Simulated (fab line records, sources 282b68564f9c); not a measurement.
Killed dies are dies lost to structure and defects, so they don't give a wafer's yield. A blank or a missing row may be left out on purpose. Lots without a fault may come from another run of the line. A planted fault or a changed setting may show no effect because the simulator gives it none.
A struck lot beside a sound one | flow rit_cmos | 15 steps out of a route of 202
Sound: wafers L358.4, L358.5, L358.6. Struck: wafers L360.2, L360.3, L360.5. The cause comes at the end.
At each step with rows: each side's tool, then ch and its chambers, then its first start. Under that, the readings that differ: sound wafers | struck wafers | difference of the means | sigmas: that difference in standard deviations of wafers without a fault.
alike: readings whose means differ by less than 2 such deviations, and words and numbers that are the same on both sides. not compared: withheld readings, readings that some wafer has no value for, bounds like >300 that may hide the same value, and numbers for which the record gives no deviation and whose values overlap.
The two part at a step that has a row with sigmas, a row that says differs or no value, or rows on one side only. Numbers that don't overlap but have no deviation are shown without sigmas and don't part them. A reading that every wafer of one side lacks parts them only if that side has two wafers or more.

first, 2 steps without rows for these wafers: RIT_NRETRO_HARDBAKE_07 (time 120 s); RIT_NRETRO_IMPLANT_08.
RIT_NRETRO_STRIP_09: strips in O2, time 180 s.
  sound on plasma_asher-01 ch 0,1, day 2 15:59; struck on plasma_asher-03 ch 0, day 3 01:55
  alike: drypump_motor_current_A
  not compared: rf_hours_counter_h
RIT_NRETRO_TW_MEAS_10:
  sound on film_metro-01, day 2 16:08; struck on film_metro-02, day 3 02:07
  reading   | sound          | struck         | difference | sigmas
  NRETRO_TW | 1041 1038 1042 | 1061 1061 1064 | +22        | +3
then, 6 steps without rows for these wafers: RIT_PRETRO_HMDS_00 (prime time 60 s); RIT_PRETRO_COAT_01 (resist thk 1300 nm); RIT_PRETRO_SOFTBAKE_02 (time 60 s); RIT_PRETRO_EXPOSE_03 (exposes mask M5, target cd 43700 nm); RIT_PRETRO_PEB_04; RIT_PRETRO_DEVELOP_05 (develop time 68 s).
RIT_PRETRO_OVL_MEAS_06:
  sound on overlay-02, day 2 17:04; struck on overlay-01, day 3 03:10
  alike: PRETRO_OVL
then, 1 step without rows for these wafers: RIT_PRETRO_HARDBAKE_07 (time 120 s).
RIT_PRETRO_IMPLANT_08:
  sound on implanter-01 ch 0, day 2 17:24; struck on implanter-01 ch 0, day 3 03:28
  reading            | sound             | struck            | difference | sigmas
  tilt_deg (degrees) | 7.039 6.976 7.010 | 4.470 4.459 4.480 | -2.539     | -99 or more
RIT_PRETRO_STRIP_09: strips in O2, time 180 s.
  sound on plasma_asher-04 ch 0,1, day 2 17:32; struck on plasma_asher-02 ch 0,1, day 3 03:36
  alike: drypump_motor_current_A
  not compared: rf_hours_counter_h
RIT_M1_PROBE_99:
  the record has rows for the struck wafers here (prober-02, day 4 05:17) and none for the sound ones

WHERE THEY PART
First at RIT_NRETRO_TW_MEAS_10; last, within this record, at RIT_M1_PROBE_99.

WHY: what the simulator had put in
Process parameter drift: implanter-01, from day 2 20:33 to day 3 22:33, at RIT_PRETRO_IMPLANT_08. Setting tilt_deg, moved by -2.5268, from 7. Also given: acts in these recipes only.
